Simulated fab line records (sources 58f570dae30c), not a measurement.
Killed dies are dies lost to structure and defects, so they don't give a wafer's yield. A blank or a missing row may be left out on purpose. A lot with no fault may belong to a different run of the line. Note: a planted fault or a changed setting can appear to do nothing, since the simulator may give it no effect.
Which of the tools did it? :: flow berkeley cmos170 :: Sampling: 14 lots, 42 wafers, 5 of 331 route steps

## WHAT THE GAUGES SHOWED, per wafer
UCB170_NSD_OVL_MEAS_07.
lot: L911
measured: day 7 12:11
on: overlay-02
NSD_OVL (nm): 8 -2 3

lot: L912
measured: day 7 12:42
on: overlay-02
NSD_OVL (nm): 19 10 0

lot: L913
measured: day 7 12:52
on: overlay-02
NSD_OVL (nm): 2 3 0

lot: L914
measured: day 8 12:21
on: overlay-02
NSD_OVL (nm): 5 3 -1

lot: L915
measured: day 8 13:04
on: overlay-02
NSD_OVL (nm): 3 -14 -13

lot: L917
measured: day 8 13:06
on: overlay-01
NSD_OVL (nm): 1 2 8

lot: L916
measured: day 8 13:32
on: overlay-02
NSD_OVL (nm): -155 -148 -148

lot: L919
measured: day 9 06:38
on: overlay-01
NSD_OVL (nm): -171 -163 -178

lot: L921
measured: day 9 12:23
on: overlay-02
NSD_OVL (nm): -4 -7 2

lot: L922
measured: day 10 05:07
on: overlay-02
NSD_OVL (nm): -5 -4 7

lot: L924
measured: day 10 05:22
on: overlay-02
NSD_OVL (nm): -3 7 5

lot: L925
measured: day 10 20:51
on: overlay-02
NSD_OVL (nm): 5 1 4

lot: L927
measured: day 11 18:33
on: overlay-01
NSD_OVL (nm): 4 0 8

lot: L930
measured: day 11 19:16
on: overlay-01
NSD_OVL (nm): 4 7 0

UCB170_M2_OVL_MEAS_16.
lot: L911
measured: day 8 05:25
on: overlay-01
M2_OVL (nm): -2 -3 -6

lot: L912
measured: day 8 08:22
on: overlay-01
M2_OVL (nm): -3 2 -1

lot: L913
measured: day 8 08:38
on: overlay-02
M2_OVL (nm): 4 9 4

lot: L914
measured: day 9 04:44
on: overlay-01
M2_OVL (nm): 3 4 1

lot: L915
measured: day 9 05:46
on: overlay-02
M2_OVL (nm): -1 2 8

lot: L917
measured: day 9 06:13
on: overlay-01
M2_OVL (nm): 2 5 -3

lot: L916
measured: day 9 07:36
on: overlay-01
M2_OVL (nm): 1 -3 9

lot: L919
measured: day 10 01:16
on: overlay-02
M2_OVL (nm): -10 7 -9

lot: L921
measured: day 10 05:11
on: overlay-01
M2_OVL (nm): 3 7 0

lot: L922
measured: day 10 22:26
on: overlay-01
M2_OVL (nm): -8 16 1

lot: L924
measured: day 10 23:16
on: overlay-02
M2_OVL (nm): 1 -2 -10

lot: L925
measured: day 11 15:11
on: overlay-02
M2_OVL (nm): 0 -4 6

lot: L927
measured: day 12 15:20
on: overlay-01
M2_OVL (nm): -7 14 5

lot: L930
measured: day 12 20:34
on: overlay-02
M2_OVL (nm): -2 3 1

UCB170_M3_CD_MEAS_90: target cd 700 nm.
lot: L911
measured: day 8 13:06
on: cd sem-01
cd nm (nm): 699.7 698.9 697.4

lot: L912
measured: day 8 15:07
on: cd sem-02
cd nm (nm): 696.8 695.9 697.4

lot: L913
measured: day 8 15:22
on: cd sem-02
cd nm (nm): 701.9 703.6 702.5

lot: L914
measured: day 9 11:58
on: cd sem-02
cd nm (nm): 699.0 700.2 698.2

lot: L915
measured: day 9 13:35
on: cd sem-02
cd nm (nm): 699.8 697.9 699.3

lot: L917
measured: day 9 14:10
on: cd sem-01
cd nm (nm): 698.8 699.4 699.6

lot: L916
measured: day 9 14:38
on: cd sem-02
cd nm (nm): 698.2 698.3 701.2

lot: L919
measured: day 10 07:01
on: cd sem-01
cd nm (nm): 702.2 702.2 698.4

lot: L921
measured: day 10 12:01
on: cd sem-01
cd nm (nm): 701.3 699.6 702.1

lot: L922
measured: day 11 05:35
on: cd sem-01
cd nm (nm): 700.2 701.8 703.3

lot: L924
measured: day 11 06:28
on: cd sem-01
cd nm (nm): 697.5 695.0 702.0

lot: L925
measured: day 11 21:58
on: cd sem-01
cd nm (nm): 699.6 699.4 698.7

lot: L927
measured: day 12 22:50
on: cd sem-02
cd nm (nm): 704.0 703.4 705.3

lot: L930
measured: day 13 07:04
on: cd sem-01
cd nm (nm): 704.3 702.3 697.8

## WHAT TOOL EACH LOT RAN ON (gives the tool, then ch and the chambers of the sampled wafers, and finally the start)
lot: L911
UCB170_NSD_EXPOSE_03: krf scanner-02 ch 0, day 7 11:22
UCB170_M2_STRIP_07: plasma asher-03 ch 0,1, day 8 03:53

lot: L912
UCB170_NSD_EXPOSE_03: krf scanner-02 ch 0, day 7 11:56
UCB170_M2_STRIP_07: plasma asher-01 ch 0,1, day 8 07:01

lot: L913
UCB170_NSD_EXPOSE_03: krf scanner-01 ch 0, day 7 12:09
UCB170_M2_STRIP_07: plasma asher-03 ch 0,1, day 8 07:16

lot: L914
UCB170_NSD_EXPOSE_03: krf scanner-01 ch 0, day 8 11:35
UCB170_M2_STRIP_07: plasma asher-02 ch 0,1, day 9 03:10

lot: L915
UCB170_NSD_EXPOSE_03: krf scanner-02 ch 0, day 8 11:56
UCB170_M2_STRIP_07: plasma asher-03 ch 0,1, day 9 04:23

lot: L917
UCB170_NSD_EXPOSE_03: krf scanner-01 ch 0, day 8 12:10
UCB170_M2_STRIP_07: plasma asher-02 ch 0, day 9 04:50

lot: L916
UCB170_NSD_EXPOSE_03: krf scanner-02 ch 0, day 8 12:31
UCB170_M2_STRIP_07: plasma asher-01 ch 0,1, day 9 06:10

lot: L919
UCB170_NSD_EXPOSE_03: krf scanner-02 ch 0, day 9 05:59
UCB170_M2_STRIP_07: plasma asher-03 ch 0,1, day 9 23:54

lot: L921
UCB170_NSD_EXPOSE_03: krf scanner-01 ch 0, day 9 11:53
UCB170_M2_STRIP_07: plasma asher-01 ch 0,1, day 10 03:17

lot: L922
UCB170_NSD_EXPOSE_03: krf scanner-01 ch 0, day 10 04:17
UCB170_M2_STRIP_07: plasma asher-03 ch 0, day 10 21:01

lot: L924
UCB170_NSD_EXPOSE_03: krf scanner-01 ch 0, day 10 04:29
UCB170_M2_STRIP_07: plasma asher-02 ch 0,1, day 10 21:09

lot: L925
UCB170_NSD_EXPOSE_03: krf scanner-01 ch 0, day 10 20:23
UCB170_M2_STRIP_07: plasma asher-01 ch 0,1, day 11 13:38

lot: L927
UCB170_NSD_EXPOSE_03: krf scanner-01 ch 0, day 11 17:50
UCB170_M2_STRIP_07: plasma asher-03 ch 0,1, day 12 14:06

lot: L930
UCB170_NSD_EXPOSE_03: krf scanner-01 ch 0, day 11 18:25
UCB170_M2_STRIP_07: plasma asher-03 ch 0,1, day 12 18:16
- UCB170_NSD_EXPOSE_03: exposes mask NSELECT MOD, target cd 1200 nm.
- UCB170_M2_STRIP_07: strips in O2.

## WHAT THE TOOLS THEMSELVES READ (means of the sampled wafers that have a number; where no wafer has one, the mark that the record gives instead)
UCB170_M2_STRIP_07.
lot: L911
tool: plasma asher-03
chamber pressure mTorr (mTorr): 3502
drypump motor current A (A): 5.97
oes product au (a.u.): 0.730
strip time to endpoint s (s): 22.02

lot: L912
tool: plasma asher-01
chamber pressure mTorr (mTorr): 3499
drypump motor current A (A): 6.13
oes product au (a.u.): 0.732
strip time to endpoint s (s): 21.91

lot: L913
tool: plasma asher-03
chamber pressure mTorr (mTorr): 3498
drypump motor current A (A): 5.96
oes product au (a.u.): 0.735
strip time to endpoint s (s): 21.92

lot: L914
tool: plasma asher-02
chamber pressure mTorr (mTorr): 3499
drypump motor current A (A): 6.05
oes product au (a.u.): 0.734
strip time to endpoint s (s): 21.86

lot: L915
tool: plasma asher-03
chamber pressure mTorr (mTorr): 3499
drypump motor current A (A): 5.97
oes product au (a.u.): 0.733
strip time to endpoint s (s): 21.93

lot: L917
tool: plasma asher-02
chamber pressure mTorr (mTorr): 3500
drypump motor current A (A): 6.40
oes product au (a.u.): 0.731
strip time to endpoint s (s): 21.92

lot: L916
tool: plasma asher-01
chamber pressure mTorr (mTorr): 3500
drypump motor current A (A): 6.03
oes product au (a.u.): 0.734
strip time to endpoint s (s): 21.96

lot: L919
tool: plasma asher-03
chamber pressure mTorr (mTorr): 3498
drypump motor current A (A): 5.97
oes product au (a.u.): 0.731
strip time to endpoint s (s): 22.04

lot: L921
tool: plasma asher-01
chamber pressure mTorr (mTorr): 3501
drypump motor current A (A): 6.11
oes product au (a.u.): 0.735
strip time to endpoint s (s): 21.84

lot: L922
tool: plasma asher-03
chamber pressure mTorr (mTorr): 3496
drypump motor current A (A): 5.97
oes product au (a.u.): 0.737
strip time to endpoint s (s): 21.96

lot: L924
tool: plasma asher-02
chamber pressure mTorr (mTorr): 3499
drypump motor current A (A): 6.25
oes product au (a.u.): 0.732
strip time to endpoint s (s): 21.97

lot: L925
tool: plasma asher-01
chamber pressure mTorr (mTorr): 3501
drypump motor current A (A): 6.15
oes product au (a.u.): 0.732
strip time to endpoint s (s): 21.95

lot: L927
tool: plasma asher-03
chamber pressure mTorr (mTorr): 3499
drypump motor current A (A): 5.98
oes product au (a.u.): 0.732
strip time to endpoint s (s): 21.96

lot: L930
tool: plasma asher-03
chamber pressure mTorr (mTorr): 3501
drypump motor current A (A): 5.97
oes product au (a.u.): 0.736
strip time to endpoint s (s): 21.95

## THE ANSWER, worked out from the rows above alone
Rule: the usual values come from the lots themselves. The widest of any qualifying gaps counts: lots, ordered by their means at a reading, are off when they make up no more than a third of the lots, leave a main group of 4 or more, and stand apart from it by 3 or more times the standard deviation of that group's means. A main group is skipped when, at the precision printed for the reading in the tables above, its means are all equal. A lot without any number at a reading at which 4 lots or more have one is off too. Where the step has rows for the other lots, those lots are counted as sound. Order of review: gauges by route order, followed by the tools' own readings, for which a lot's mean as printed above is used. At the first step where some lot is off, the reading lying furthest off is the one used; lots without a number count as furthest.
Off: L916, L919, seen at UCB170_NSD_OVL_MEAS_07 (NSD_OVL). The main group: mean 2 nm, standard deviation 4.1.
If a tool, at a process step before that reading, ran all the lots that are off and no sound lot after the first of them, it fits. The gauges at UCB170_NSD_OVL_MEAS_07 are tried like those tools. One fits: UCB170_NSD_EXPOSE_03 on krf scanner-02. A fault onset in the window from L915 (day 8 11:56, its last sound lot) to L916 (day 8 12:31, its first lot off) fits.

## WHAT THE SIMULATOR HAD INSERTED
Scanner matching overlay: krf scanner-02, from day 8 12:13 on, at UCB170_NSD_EXPOSE_03. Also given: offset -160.
Shown lots that were struck: L916, L919. The rule above reached the same finding.
